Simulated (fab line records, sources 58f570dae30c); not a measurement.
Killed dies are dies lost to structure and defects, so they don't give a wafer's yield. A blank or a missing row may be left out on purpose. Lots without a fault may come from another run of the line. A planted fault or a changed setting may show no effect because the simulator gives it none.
fab line records | flow berkeley_cmos170
record lots=5 wafers=15 last_day=11
route steps=331 shown PSD@176 NSD@187 BACKSIDE@199 SDANNEAL@204
lots that met no fault: from a run of the same line without faults
start_h: hours from the record's first day to the start of the lot's first wafer shown | wait_h: hours since the lot's step before | " the same as in the row above | L1.1+2: a row that stands for several wafers | - no value, or no start given | * or withheld: withheld | < > ~ a bound
route shown NAME@n: a module of which the file shows steps, and the number in the route of the first | usual: mean/standard deviation of fault-free wafers | same: alike in all rows | chamber/n: place in a boat | sites: the reading at each site | _std_site: their standard deviation | _edge_site: outer sites' mean less inner sites' | radius_mm: how far each site lies from the wafer's centre | mask NAME#n: copy n | behind: the tool/chamber that last shaped the wafer | hold: why the lot was held/for how many hours/how that ended | device: the transistor (n, p or np) that didn't switch | end of line: the same wafers' tests at the end of the route | a step without rows: its recipe alone | killed: dies lost to structure and defects at the first sort, not the wafer's yield | map: a wafer's dies, x killed, . not, _ none there
set.NAME: the setting as run; set.NAME@STEP: as run at that earlier step | model.NAME: the simulator's own value behind a step, which no gauge read
lots at some steps of the route; a table a step, a row a wafer
services: from which hour (start_h, from the record's first day; less than 0 if before it) a tool's chamber was out of use, for how many hours, and why
## steps
# step UCB170_PSD_COAT_01
# recipe resist=KrF spin_rpm=1500 resist_thk_nm=900
# usual resist_line_temp_C=23.02/0.095
# columns lot.wafer tool chamber start_h wait_h resist_line_temp_C
L080.3 litho_track-01 0 180.40 0.1 23.04
L080.4 " 0 " " 22.96
L080.5 " 0 " " 23.13
L079.3 litho_track-02 0 180.62 0.1 22.92
L079.5 " 0 " " 22.87
L079.6 " 0 " " 22.95
L084.1 litho_track-02 0 186.61 0.1 23.00
L084.2 " 0 " " 22.98
L084.5 " 0 " " 23.03
L093.2 litho_track-02 0 231.58 0.1 23.03
L093.3 " 0 " " 23.20
L093.4 " 0 " " 23.10
L095.4 litho_track-01 0 237.48 0.1 22.99
L095.5 " 0 " " 23.06
L095.6 " 0 " " 23.05
# step UCB170_PSD_SOFTBAKE_02
# recipe resist=KrF temp_c=130 time_s=60
# usual heater_power_total_W=56.80/0.045 plate_temp_C=129.99/0.13 resist_line_temp_C=23.00/0.11
# columns lot.wafer tool chamber start_h wait_h heater_power_total_W plate_temp_C resist_line_temp_C
L080.3 litho_track-01 0 180.55 0.1 56.84 129.91 23.12
L080.4 " 0 " " 56.73 129.94 22.94
L080.5 " 0 " " 56.73 130.00 23.19
L079.3 litho_track-02 0 180.77 0.1 56.86 130.17 22.98
L079.5 " 0 " " 56.80 130.03 22.96
L079.6 " 0 " " 56.72 129.98 23.10
L084.1 litho_track-02 0 186.76 0.1 56.81 130.15 23.05
L084.2 " 0 " " 56.81 130.05 22.95
L084.5 " 0 " " 56.83 130.21 22.95
L093.2 litho_track-02 0 231.73 0.1 56.81 130.09 22.99
L093.3 " 0 " " 56.83 129.98 22.93
L093.4 " 0 " " 56.79 129.88 23.04
L095.4 litho_track-01 0 237.63 0.1 56.75 130.07 23.27
L095.5 " 0 " " 56.81 129.88 23.11
L095.6 " 0 " " 56.85 129.85 23.18
# step UCB170_PSD_EXPOSE_03
# recipe mask_id=PSELECT_MOD na=0.5 sigma_outer=0.6 source_shape=conventional target_cd_nm=1200 dose_mj=30
# columns lot.wafer tool chamber start_h wait_h mask
L080.3+4+5 krf_scanner-02 0 - - PSELECT_MOD#0
L079.3+5+6 krf_scanner-02 0 - - PSELECT_MOD#0
L084.1+2+5 krf_scanner-01 0 186.91 0.1 PSELECT_MOD#0
L093.2+3+4 krf_scanner-02 0 232.24 0.5 PSELECT_MOD#0
L095.4+5+6 krf_scanner-02 0 237.76 0.1 PSELECT_MOD#0
# step UCB170_PSD_PEB_04
# recipe peb_temp_c=130 peb_time_s=withheld resist=KrF
# usual heater_power_total_W=56.80/0.045 plate_temp_C=130.01/0.14 resist_line_temp_C=23.00/0.1
# columns lot.wafer tool chamber start_h wait_h heater_power_total_W plate_temp_C resist_line_temp_C
L080.3 litho_track-02 0 - - 56.81 130.07 23.13
L080.4 " 0 " " 56.73 129.93 22.98
L080.5 " 0 " " 56.77 130.03 22.94
L079.3 litho_track-02 0 - - 56.80 130.01 23.02
L079.5 " 0 " " 56.82 130.03 23.09
L079.6 " 0 " " 56.85 130.08 22.86
L084.1 litho_track-04 0 187.69 0.8 56.80 129.90 22.99
L084.2 " 0 " " 56.85 129.96 23.01
L084.5 " 0 " " 56.81 130.30 23.04
L093.2 litho_track-01 0 232.40 0.1 56.84 130.14 22.88
L093.3 " 0 " " 56.81 130.16 22.87
L093.4 " 0 " " 56.90 129.99 22.94
L095.4 litho_track-02 0 238.23 0.4 56.76 130.02 22.91
L095.5 " 0 " " 56.78 130.16 22.97
L095.6 " 0 " " 56.76 130.15 23.02
# step UCB170_PSD_DEVELOP_05
# recipe developer=TMAH develop_time_s=43.39 resist=KrF dev_temp_c=21
# usual resist_line_temp_C=23.02/0.1
# same develop_time_s=43.39
# columns lot.wafer tool chamber start_h wait_h resist_line_temp_C
L080.3 litho_track-02 0 - - 22.83
L080.4 " 0 " " 23.02
L080.5 " 0 " " 23.03
L079.3 litho_track-02 0 - - 23.20
L079.5 " 0 " " 23.00
L079.6 " 0 " " 22.98
L084.1 litho_track-04 0 - - 23.02
L084.2 " 0 " " 22.90
L084.5 " 0 " " 23.06
L093.2 litho_track-01 0 - - 23.10
L093.3 " 0 " " 23.19
L093.4 " 0 " " 23.10
L095.4 litho_track-02 0 - - 22.97
L095.5 " 0 " " 23.08
L095.6 " 0 " " 23.16
# step UCB170_PSD_CD_MEAS_06
# recipe target_cd_nm=1200
# usual cd_nm=1200.4/1.3
# columns lot.wafer tool chamber start_h wait_h cd_nm
L080.3 cd_sem-01 - 182.08 - 1201.3
L080.4 " - " " 1200.8
L080.5 " - " " 1201.0
L079.3 cd_sem-02 - 182.36 - 1200.5
L079.5 " - " " 1200.6
L079.6 " - " " 1201.4
L084.1 cd_sem-01 - 187.96 - 1201.2
L084.2 " - " " 1200.7
L084.5 " - " " 1202.2
L093.2 cd_sem-01 - 232.67 - 1200.7
L093.3 " - " " 1202.5
L093.4 " - " " 1203.6
L095.4 cd_sem-01 - 238.49 - 1201.3
L095.5 " - " " 1200.2
L095.6 " - " " 1199.4
# step UCB170_PSD_OVL_MEAS_07
# usual PSD_OVL=3/6.1
# columns lot.wafer tool chamber start_h wait_h PSD_OVL[nm]
L080.3 overlay-02 - 182.18 0.1 -8
L080.4 " - " " -8
L080.5 " - " " -9
L079.3 overlay-01 - 182.45 0.1 -2
L079.5 " - " " 0
L079.6 " - " " 2
L084.1 overlay-02 - 188.08 0.1 -3
L084.2 " - " " -2
L084.5 " - " " -2
L093.2 overlay-01 - 232.77 0.1 7
L093.3 " - " " 6
L093.4 " - " " 4
L095.4 overlay-01 - 238.57 0.1 6
L095.5 " - " " 9
L095.6 " - " " 4
# step UCB170_PSD_IMPLANT_08
# recipe species=B dose_cm2=3e+15 energy_kev=20 tilt_deg=7
# usual faraday_current_uA=9263/180 tilt_deg=6.998/0.021
# columns lot.wafer tool chamber start_h wait_h faraday_current_uA tilt_deg
L080.3 implanter-02 0 182.25 0.1 9316 7.023
L080.4 " 0 " " 9033 7.013
L080.5 " 0 " " 9333 7.046
L079.3 implanter-04 0 182.53 0.1 9228 7.001
L079.5 " 0 " " 9420 7.001
L079.6 " 0 " " 9487 6.996
L084.1 implanter-01 0 188.12 0.0 8829 7.014
L084.2 " 0 " " 9286 6.969
L084.5 " 0 " " 9449 6.977
L093.2 implanter-04 0 232.83 0.0 9110 7.008
L093.3 " 0 " " 9376 6.993
L093.4 " 0 " " 9126 7.009
L095.4 implanter-04 0 238.66 0.1 9196 6.986
L095.5 " 0 " " 9487 6.970
L095.6 " 0 " " 9148 6.980
# step UCB170_PSD_STRIP_09
# recipe chemistry=O2 power_w=400 pressure_mtorr=3500 platen_temp_c=withheld o2_flow_sccm=400 overash_fraction=0.5
# usual chamber_pressure_mTorr=3499/3.2 drypump_motor_current_A=5.9/0.39 oes_product_au=0.600/0.0047 strip_time_to_endpoint_s=29.37/0.081
# columns lot.wafer tool chamber start_h wait_h chamber_pressure_mTorr drypump_motor_current_A oes_product_au rf_hours_counter_h strip_time_to_endpoint_s
L080.3 plasma_asher-04 0 182.38 0.1 3502 6.1 0.606 - 29.41
L080.4 " 1 " " 3502 5.2 0.590 - 29.32
L080.5 " 1 " " 3500 5.2 0.594 - 29.35
L079.3 plasma_asher-03 1 182.66 0.1 3498 5.7 0.606 - 29.37
L079.5 " 0 " " 3497 6.3 0.590 - 29.33
L079.6 " 1 " " 3501 5.7 0.593 - 29.40
L084.1 plasma_asher-03 0 188.27 0.1 3501 6.3 0.596 42 29.29
L084.2 " 1 " " 3498 5.7 0.605 42 29.29
L084.5 " 1 " " 3504 5.7 0.600 - 29.30
L093.2 plasma_asher-01 0 232.95 0.1 3499 5.6 0.600 55 29.40
L093.3 " 0 " " 3506 5.5 0.594 - 29.38
L093.4 " 1 " " 3494 6.3 0.602 - 29.41
L095.4 plasma_asher-03 1 238.77 0.1 3500 5.7 0.605 - 29.41
L095.5 " 1 " " 3496 5.7 0.596 - 29.52
L095.6 " 0 " " 3502 6.3 0.605 - 29.53
# step UCB170_PSD_TW_MEAS_10
# usual PSD_TW=2326/21
# columns lot.wafer tool chamber start_h wait_h PSD_TW
L080.3 film_metro-02 - 182.47 0.1 2338
L080.4 " - " " 2334
L080.5 " - " " 2341
L079.3 film_metro-04 - 182.75 0.1 2297
L079.5 " - " " 2304
L079.6 " - " " 2317
L084.1 film_metro-01 - 188.37 0.1 2346
L084.2 " - " " 2351
L084.5 " - " " 2351
L093.2 film_metro-02 - 233.06 0.1 2331
L093.3 " - " " 2326
L093.4 " - " " 2311
L095.4 film_metro-01 - 238.86 0.1 2340
L095.5 " - " " 2338
L095.6 " - " " 2332
# step UCB170_PSD_CLEAN_11
# recipe chemistry=SPM temp_c=120 time_s=600
# usual bath_heat_duty_pct=13.5/1.5
# columns lot.wafer tool chamber start_h wait_h bath_heat_duty_pct
L080.3 wet_bench-02 3 182.62 0.1 12.9
L080.4 " 3 " " 11.2
L080.5 " 3 " " 12.4
L079.3 wet_bench-01 2 185.11 2.4 11.6
L079.5 " 2 " " 10.8
L079.6 " 2 " " 11.3
L084.1 wet_bench-02 0 188.55 0.2 12.3
L084.2 " 0 " " 12.8
L084.5 " 0 " " 14.2
L093.2 wet_bench-04 0 234.26 1.2 14.4
L093.3 " 0 " " 14.5
L093.4 " 0 " " 14.8
L095.4 wet_bench-02 0 239.23 0.4 12.5
L095.5 " 0 " " 13.5
L095.6 " 0 " " 13.8
# step UCB170_NSD_HMDS_00
# recipe prime_time_s=60 prime_temp_c=100
# usual resist_line_temp_C=22.99/0.098
# columns lot.wafer tool chamber start_h wait_h resist_line_temp_C
L080.3 litho_track-03 0 183.31 0.5 23.08
L080.4 " 0 " " 23.16
L080.5 " 0 " " 23.06
L079.3 litho_track-03 0 185.34 0.1 22.89
L079.5 " 0 " " 22.88
L079.6 " 0 " " 22.85
L084.1 litho_track-01 0 188.74 0.0 22.96
L084.2 " 0 " " 22.90
L084.5 " 0 " " 22.95
L093.2 litho_track-01 0 234.64 0.0 22.94
L093.3 " 0 " " 22.96
L093.4 " 0 " " 23.04
L095.4 litho_track-03 0 239.68 0.2 23.01
L095.5 " 0 " " 23.13
L095.6 " 0 " " 22.89
# step UCB170_NSD_COAT_01
# recipe resist=KrF spin_rpm=1500 resist_thk_nm=900
# usual resist_line_temp_C=22.99/0.095
# columns lot.wafer tool chamber start_h wait_h resist_line_temp_C
L080.3 litho_track-03 0 183.46 0.1 23.05
L080.4 " 0 " " 22.96
L080.5 " 0 " " 22.96
L079.3 litho_track-03 0 185.49 0.1 22.88
L079.5 " 0 " " 22.92
L079.6 " 0 " " 23.14
L084.1 litho_track-01 0 188.89 0.1 22.97
L084.2 " 0 " " 22.89
L084.5 " 0 " " 22.87
L093.2 litho_track-01 0 234.79 0.1 23.09
L093.3 " 0 " " 23.03
L093.4 " 0 " " 23.07
L095.4 litho_track-03 0 239.83 0.1 22.99
L095.5 " 0 " " 22.92
L095.6 " 0 " " 22.88
# step UCB170_NSD_SOFTBAKE_02
# recipe resist=KrF temp_c=130 time_s=60
# usual heater_power_total_W=56.80/0.045 plate_temp_C=129.95/0.14 resist_line_temp_C=22.99/0.12
# columns lot.wafer tool chamber start_h wait_h heater_power_total_W plate_temp_C resist_line_temp_C
L080.3 litho_track-03 0 183.61 0.1 56.84 129.82 23.02
L080.4 " 0 " " 56.80 129.98 23.06
L080.5 " 0 " " 56.81 130.03 23.00
L079.3 litho_track-03 0 185.64 0.1 56.75 129.84 23.10
L079.5 " 0 " " 56.77 129.90 23.20
L079.6 " 0 " " 56.81 130.09 23.19
L084.1 litho_track-01 0 189.04 0.1 56.91 129.96 22.94
L084.2 " 0 " " 56.83 129.77 23.00
L084.5 " 0 " " 56.81 129.80 23.01
L093.2 litho_track-01 0 234.94 0.1 56.73 129.87 22.80
L093.3 " 0 " " 56.74 129.87 22.94
L093.4 " 0 " " 56.83 129.96 22.86
L095.4 litho_track-03 0 239.98 0.1 56.80 130.10 23.15
L095.5 " 0 " " 56.84 129.94 23.09
L095.6 " 0 " " 56.92 130.13 23.10
# step UCB170_NSD_EXPOSE_03
# recipe mask_id=NSELECT_MOD na=0.5 sigma_outer=0.6 source_shape=conventional target_cd_nm=1200 dose_mj=30
# columns lot.wafer tool chamber start_h wait_h mask
L080.3+4+5 krf_scanner-02 0 183.87 0.2 NSELECT_MOD#0
L079.3+5+6 krf_scanner-02 0 185.78 0.1 NSELECT_MOD#0
L084.1+2+5 krf_scanner-01 0 189.31 0.2 NSELECT_MOD#0
L093.2+3+4 krf_scanner-01 0 235.45 0.5 NSELECT_MOD#0
L095.4+5+6 krf_scanner-02 0 240.24 0.2 NSELECT_MOD#0
# step UCB170_NSD_PEB_04
# recipe peb_temp_c=130 peb_time_s=withheld resist=KrF
# usual heater_power_total_W=56.81/0.046 plate_temp_C=130.02/0.13 resist_line_temp_C=22.99/0.087
# columns lot.wafer tool chamber start_h wait_h heater_power_total_W plate_temp_C resist_line_temp_C
L080.3 litho_track-01 0 184.00 0.1 56.73 130.12 22.96
L080.4 " 0 " " 56.85 130.10 22.89
L080.5 " 0 " " 56.79 130.05 22.87
L079.3 litho_track-03 0 186.24 0.4 56.75 129.81 22.96
L079.5 " 0 " " 56.85 129.78 23.14
L079.6 " 0 " " 56.79 129.76 22.98
L084.1 litho_track-03 0 189.91 0.6 56.87 130.17 22.82
L084.2 " 0 " " 56.71 129.97 22.98
L084.5 " 0 " " 56.79 130.26 23.04
L093.2 litho_track-02 0 235.72 0.3 56.85 130.10 22.84
L093.3 " 0 " " 56.83 129.92 23.02
L093.4 " 0 " " 56.88 129.95 22.97
L095.4 litho_track-01 0 240.47 0.2 56.91 129.89 22.82
L095.5 " 0 " " 56.73 129.92 23.04
L095.6 " 0 " " 56.85 130.13 23.01
# step UCB170_NSD_DEVELOP_05
# recipe developer=TMAH develop_time_s=45 resist=KrF dev_temp_c=21
# usual resist_line_temp_C=22.99/0.09
# same develop_time_s=45
# columns lot.wafer tool chamber start_h wait_h resist_line_temp_C
L080.3 litho_track-01 0 - - 23.13
L080.4 " 0 " " 23.19
L080.5 " 0 " " 23.10
L079.3 litho_track-03 0 - - 22.91
L079.5 " 0 " " 23.12
L079.6 " 0 " " 22.91
L084.1 litho_track-03 0 - - 23.01
L084.2 " 0 " " 23.04
L084.5 " 0 " " 22.96
L093.2 litho_track-02 0 - - 22.79
L093.3 " 0 " " 23.11
L093.4 " 0 " " 22.88
L095.4 litho_track-01 0 - - 23.03
L095.5 " 0 " " 23.06
L095.6 " 0 " " 22.97
# step UCB170_NSD_CD_MEAS_06
# recipe target_cd_nm=1200
# usual cd_nm=1199.9/1.3
# columns lot.wafer tool chamber start_h wait_h cd_nm
L080.3 cd_sem-02 - 184.34 - 1200.4
L080.4 " - " " 1202.0
L080.5 " - " " 1200.4
L079.3 cd_sem-01 - 186.50 - 1200.4
L079.5 " - " " 1198.9
L079.6 " - " " 1202.1
L084.1 cd_sem-01 - 190.19 - 1198.9
L084.2 " - " " 1197.7
L084.5 " - " " 1199.3
L093.2 cd_sem-02 - 235.99 - 1200.4
L093.3 " - " " 1199.5
L093.4 " - " " 1200.3
L095.4 cd_sem-01 - 240.73 - 1198.2
L095.5 " - " " 1197.8
L095.6 " - " " 1197.5
# step UCB170_NSD_OVL_MEAS_07
# usual NSD_OVL=-1/4.6
# columns lot.wafer tool chamber start_h wait_h NSD_OVL[nm]
L080.3 overlay-01 - 184.43 0.1 9
L080.4 " - " " 2
L080.5 " - " " 6
L079.3 overlay-01 - 186.60 0.1 0
L079.5 " - " " -2
L079.6 " - " " -6
L084.1 overlay-02 - 190.31 0.1 3
L084.2 " - " " -6
L084.5 " - " " -1
L093.2 overlay-01 - 236.10 0.1 1
L093.3 " - " " 7
L093.4 " - " " 4
L095.4 overlay-02 - 240.81 0.1 10
L095.5 " - " " 5
L095.6 " - " " 5
# step UCB170_NSD_IMPLANT_08
# recipe species=P dose_cm2=3.037e+15 energy_kev=40 tilt_deg=7
# usual faraday_current_uA=9365/180 tilt_deg=6.997/0.021
# columns lot.wafer tool chamber start_h wait_h faraday_current_uA tilt_deg
L080.3 implanter-03 0 184.50 0.1 9478 7.005
L080.4 " 0 " " 9049 7.011
L080.5 " 0 " " 9338 7.007
L079.3 implanter-04 0 186.67 0.1 9603 6.993
L079.5 " 0 " " 9187 6.990
L079.6 " 0 " " 9336 6.975
L084.1 implanter-01 0 190.34 0.0 9252 7.004
L084.2 " 0 " " 9421 6.984
L084.5 " 0 " " 9299 6.989
L093.2 implanter-01 0 236.15 0.0 9525 6.950
L093.3 " 0 " " 9159 6.972
L093.4 " 0 " " 9348 6.951
L095.4 implanter-04 0 240.90 0.1 9019 7.004
L095.5 " 0 " " 9242 6.960
L095.6 " 0 " " 9245 6.970
# step UCB170_NSD_STRIP_09
# recipe chemistry=O2 power_w=400 pressure_mtorr=3500 platen_temp_c=withheld o2_flow_sccm=400 overash_fraction=0.5
# usual chamber_pressure_mTorr=3499/3.3 drypump_motor_current_A=5.9/0.36 oes_product_au=0.533/0.0046 strip_time_to_endpoint_s=35.92/0.068
# columns lot.wafer tool chamber start_h wait_h chamber_pressure_mTorr drypump_motor_current_A oes_product_au rf_hours_counter_h strip_time_to_endpoint_s
L080.3 plasma_asher-04 1 184.64 0.1 3499 5.2 0.537 - 35.84
L080.4 " 0 " " 3500 6.1 0.536 - 35.87
L080.5 " 1 " " 3502 5.2 0.528 - 35.91
L079.3 plasma_asher-03 0 186.80 0.1 3500 6.3 0.528 - 35.86
L079.5 " 1 " " 3506 5.7 0.531 - 35.91
L079.6 " 0 " " 3498 6.3 0.538 - 35.90
L084.1 plasma_asher-03 1 190.49 0.1 3502 5.8 0.526 43 35.92
L084.2 " 0 " " 3502 6.3 0.530 43 35.94
L084.5 " 1 " " 3500 5.8 0.534 - 35.89
L093.2 plasma_asher-03 1 236.28 0.1 3501 5.7 0.527 49 36.10
L093.3 " 0 " " 3500 6.3 0.535 - 35.98
L093.4 " 1 " " 3500 5.7 0.523 - 35.99
L095.4 plasma_asher-04 1 241.01 0.1 3497 5.2 0.540 - 35.97
L095.5 " 0 " " 3498 6.1 0.531 - 35.92
L095.6 " 1 " " 3500 5.2 0.542 - 35.97
# step UCB170_NSD_TW_MEAS_10
# usual NSD_TW=4195/38
# columns lot.wafer tool chamber start_h wait_h NSD_TW
L080.3 film_metro-01 - 184.72 0.1 4226
L080.4 " - " " 4224
L080.5 " - " " 4224
L079.3 film_metro-01 - 186.89 0.1 4228
L079.5 " - " " 4215
L079.6 " - " " 4221
L084.1 film_metro-04 - 190.59 0.1 4125
L084.2 " - " " 4143
L084.5 " - " " 4137
L093.2 film_metro-02 - 236.39 0.1 4173
L093.3 " - " " 4207
L093.4 " - " " 4193
L095.4 film_metro-04 - 241.11 0.1 4167
L095.5 " - " " 4188
L095.6 " - " " 4169
# step UCB170_NSD_CLEAN_11
# recipe chemistry=SPM temp_c=120 time_s=600
# usual bath_heat_duty_pct=13.6/1
# columns lot.wafer tool chamber start_h wait_h bath_heat_duty_pct
L080.3 wet_bench-03 0 184.76 0.0 15.3
L080.4 " 0 " " 14.6
L080.5 " 0 " " 13.2
L079.3 wet_bench-03 0 186.93 0.0 12.7
L079.5 " 0 " " 14.3
L079.6 " 0 " " 14.2
L084.1 wet_bench-04 3 191.03 0.4 14.3
L084.2 " 3 " " 14.5
L084.5 " 3 " " 12.6
L093.2 wet_bench-03 2 236.57 0.2 13.0
L093.3 " 2 " " 14.3
L093.4 " 2 " " 13.8
L095.4 wet_bench-03 0 241.23 0.1 13.7
L095.5 " 0 " " 13.8
L095.6 " 0 " " 14.3
# step UCB170_BACKSIDE_HMDS_00
# recipe prime_time_s=60 prime_temp_c=100
# usual resist_line_temp_C=23.01/0.098
# columns lot.wafer tool chamber start_h wait_h resist_line_temp_C
L080.3 litho_track-04 0 185.04 0.1 22.82
L080.4 " 0 " " 23.00
L080.5 " 0 " " 22.99
L079.3 litho_track-03 0 187.79 0.7 22.91
L079.5 " 0 " " 23.07
L079.6 " 0 " " 22.98
L084.1 litho_track-04 0 191.31 0.1 23.03
L084.2 " 0 " " 22.98
L084.5 " 0 " " 23.01
L093.2 litho_track-03 0 236.98 0.0 22.94
L093.3 " 0 " " 22.96
L093.4 " 0 " " 22.97
L095.4 litho_track-01 0 241.48 0.1 22.86
L095.5 " 0 " " 22.92
L095.6 " 0 " " 22.89
# step UCB170_BACKSIDE_COAT_01
# recipe resist=KrF spin_rpm=1500 resist_thk_nm=900
# usual resist_line_temp_C=23.00/0.11
# columns lot.wafer tool chamber start_h wait_h resist_line_temp_C
L080.3 litho_track-04 0 185.19 0.1 23.08
L080.4 " 0 " " 22.94
L080.5 " 0 " " 23.11
L079.3 litho_track-03 0 187.94 0.1 23.04
L079.5 " 0 " " 22.90
L079.6 " 0 " " 22.96
L084.1 litho_track-04 0 191.46 0.1 22.93
L084.2 " 0 " " 22.80
L084.5 " 0 " " 22.93
L093.2 litho_track-03 0 237.13 0.1 23.17
L093.3 " 0 " " 22.93
L093.4 " 0 " " 23.15
L095.4 litho_track-01 0 241.63 0.1 23.16
L095.5 " 0 " " 22.95
L095.6 " 0 " " 23.11
# step UCB170_BACKSIDE_SOFTBAKE_02
# recipe resist=KrF temp_c=130 time_s=60
# usual heater_power_total_W=56.80/0.046 plate_temp_C=130.03/0.13 resist_line_temp_C=22.98/0.1
# columns lot.wafer tool chamber start_h wait_h heater_power_total_W plate_temp_C resist_line_temp_C
L080.3 litho_track-04 0 185.34 0.1 56.83 129.93 22.94
L080.4 " 0 " " 56.82 129.83 22.93
L080.5 " 0 " " 56.72 130.07 22.99
L079.3 litho_track-03 0 188.09 0.1 56.79 130.08 22.88
L079.5 " 0 " " 56.84 130.05 22.98
L079.6 " 0 " " 56.85 129.85 22.99
L084.1 litho_track-04 0 191.61 0.1 56.80 129.85 23.09
L084.2 " 0 " " 56.75 130.01 23.14
L084.5 " 0 " " 56.86 129.97 23.09
L093.2 litho_track-03 0 237.28 0.1 56.75 129.93 23.09
L093.3 " 0 " " 56.83 130.08 22.92
L093.4 " 0 " " 56.80 130.24 22.97
L095.4 litho_track-01 0 241.78 0.1 56.83 130.08 23.08
L095.5 " 0 " " 56.77 129.98 23.05
L095.6 " 0 " " 56.78 129.96 23.12
# step UCB170_BACKSIDE_STRIP_03
# recipe chemistry=O2 power_w=400 pressure_mtorr=3500 platen_temp_c=withheld o2_flow_sccm=400 overash_fraction=0.5
# usual chamber_pressure_mTorr=3500.2/3 drypump_motor_current_A=5.8/0.34 oes_product_au=0.735/0.0048 strip_time_to_endpoint_s=21.94/0.06
# columns lot.wafer tool chamber start_h wait_h chamber_pressure_mTorr drypump_motor_current_A oes_product_au rf_hours_counter_h strip_time_to_endpoint_s
L080.3 plasma_asher-01 0 185.47 0.1 3499.1 5.5 0.737 - 21.92
L080.4 " 1 " " 3498.7 6.3 0.742 - 21.94
L080.5 " 1 " " 3499.5 6.3 0.733 - 22.01
L079.3 plasma_asher-02 1 188.22 0.1 3500.1 5.9 0.731 - 21.89
L079.5 " 1 " " 3504.1 5.9 0.737 - 21.95
L079.6 " 0 " " 3502.3 6.0 0.727 - 21.93
L084.1 plasma_asher-01 0 191.76 0.1 3496.4 5.6 0.730 49 21.88
L084.2 " 1 " " 3502.8 6.3 0.733 49 21.93
L084.5 " 1 " " 3499.9 6.2 0.732 - 21.98
L093.2 plasma_asher-04 0 237.40 0.1 3500.4 6.1 0.739 14 22.00
L093.3 " 1 " " 3496.4 5.2 0.730 - 21.93
L093.4 " 0 " " 3504.1 6.1 0.727 - 21.88
L095.4 plasma_asher-04 0 241.89 0.1 3501.2 6.1 0.732 - 21.89
L095.5 " 1 " " 3500.8 5.2 0.738 - 21.90
L095.6 " 0 " " 3497.0 6.1 0.730 - 21.98
# step UCB170_BACKSIDE_CLEAN_04
# recipe chemistry=SPM temp_c=120 time_s=600
# usual bath_heat_duty_pct=13.4/1.1
# columns lot.wafer tool chamber start_h wait_h bath_heat_duty_pct
L080.3 wet_bench-03 3 185.54 0.0 12.6
L080.4 " 3 " " 12.8
L080.5 " 3 " " 14.2
L079.3 wet_bench-02 1 188.29 0.0 12.9
L079.5 " 1 " " 15.9
L079.6 " 1 " " 14.6
L084.1 wet_bench-03 0 191.86 0.1 13.3
L084.2 " 0 " " 13.1
L084.5 " 0 " " 13.5
L093.2 wet_bench-02 3 237.50 0.1 11.2
L093.3 " 3 " " 12.5
L093.4 " 3 " " 11.5
L095.4 wet_bench-03 0 242.45 0.5 13.1
L095.5 " 0 " " 13.8
L095.6 " 0 " " 14.6
# step UCB170_SDANNEAL_RTA_00
# recipe temp_c=900 time_s=10 ambient=N2
# usual lamp_power_pct=20.9/1.4 wafer_temp_C_max=905.8/1.2
# columns lot.wafer tool chamber start_h wait_h lamp_power_pct wafer_temp_C_max
L080.3 rtp_anneal-02 0 185.73 0.0 19.7 905.0
L080.4 " 0 " " 19.7 906.4
L080.5 " 0 " " 19.7 908.2
L079.3 rtp_anneal-02 0 188.50 0.0 19.7 906.6
L079.5 " 0 " " 19.7 905.1
L079.6 " 0 " " 19.7 905.8
L084.1 rtp_anneal-01 0 192.04 0.0 22.5 904.3
L084.2 " 0 " " 22.5 905.8
L084.5 " 0 " " 22.5 905.8
L093.2 rtp_anneal-02 0 237.72 0.0 19.7 906.2
L093.3 " 0 " " 19.7 907.6
L093.4 " 0 " " 19.7 908.7
L095.4 rtp_anneal-01 0 242.66 0.0 22.5 905.3
L095.5 " 0 " " 22.5 906.4
L095.6 " 0 " " 22.4 905.0
# step UCB170_SDANNEAL_RTA_01
# recipe temp_c=1050 time_s=5 ambient=N2
# usual lamp_power_pct=32.2/2.1 wafer_temp_C_max=1056.7/1.3
# columns lot.wafer tool chamber start_h wait_h lamp_power_pct wafer_temp_C_max
L080.3 rtp_anneal-02 0 185.80 0.1 30.4 1057.6
L080.4 " 0 " " 30.4 1056.0
L080.5 " 0 " " 30.5 1056.9
L079.3 rtp_anneal-02 0 188.56 0.1 30.4 1055.2
L079.5 " 0 " " 30.4 1054.9
L079.6 " 0 " " 30.4 1056.3
L084.1 rtp_anneal-01 0 192.10 0.1 34.7 1056.1
L084.2 " 0 " " 34.7 1055.6
L084.5 " 0 " " 34.7 1055.3
L093.2 rtp_anneal-02 0 237.78 0.1 30.4 1059.0
L093.3 " 0 " " 30.4 1055.6
L093.4 " 0 " " 30.4 1057.5
L095.4 rtp_anneal-01 0 242.72 0.1 34.7 1055.4
L095.5 " 0 " " 34.7 1055.3
L095.6 " 0 " " 34.8 1055.2
# step UCB170_SDANNEAL_RS_MEAS_02
# recipe thk_meas_gauge=four-point-probe
# usual PSD_RS=75.69/0.27
# columns lot.wafer tool chamber start_h wait_h PSD_RS[ohm/sq]
L080.3 film_metro-01 - 185.88 0.1 75.40
L080.4 " - " " 75.38
L080.5 " - " " 75.53
L079.3 film_metro-02 - 188.64 0.1 75.63
L079.5 " - " " 75.80
L079.6 " - " " 75.67
L084.1 film_metro-01 - 192.16 0.0 75.51
L084.2 " - " " 75.82
L084.5 " - " " 75.54
L093.2 film_metro-02 - 237.85 0.1 75.80
L093.3 " - " " 75.81
L093.4 " - " " 75.75
L095.4 film_metro-04 - 242.81 0.1 75.90
L095.5 " - " " 76.00
L095.6 " - " " 76.29
# step UCB170_SDANNEAL_RS_MEAS_03
# recipe thk_meas_gauge=four-point-probe
# usual NSD_RS=37.08/0.084
# columns lot.wafer tool chamber start_h wait_h NSD_RS[ohm/sq]
L080.3 film_metro-01 - 186.00 0.1 37.14
L080.4 " - " " 37.04
L080.5 " - " " 36.98
L079.3 film_metro-02 - 188.76 0.1 37.20
L079.5 " - " " 37.04
L079.6 " - " " 37.04
L084.1 film_metro-01 - 192.28 0.1 37.02
L084.2 " - " " 37.04
L084.5 " - " " 37.10
L093.2 film_metro-02 - 237.97 0.1 37.00
L093.3 " - " " 37.06
L093.4 " - " " 37.00
L095.4 film_metro-04 - 242.93 0.1 37.19
L095.5 " - " " 37.19
L095.6 " - " " 37.15
## services
# columns tool chamber start_h hours kind
krf_scanner-02 0 164.01 - calibration
implanter-03 - 176.41 3.8 repair
krf_scanner-01 - 195.00 1.3 pm
krf_scanner-01 0 200.16 - calibration
krf_scanner-01 - 207.17 0.8 pm
implanter-04 - 219.57 1.7 repair
plasma_asher-03 - 233.64 2.1 repair
plasma_asher-01 - 236.54 6.1 repair
krf_scanner-02 - 241.94 1.3 pm
## key
fault none
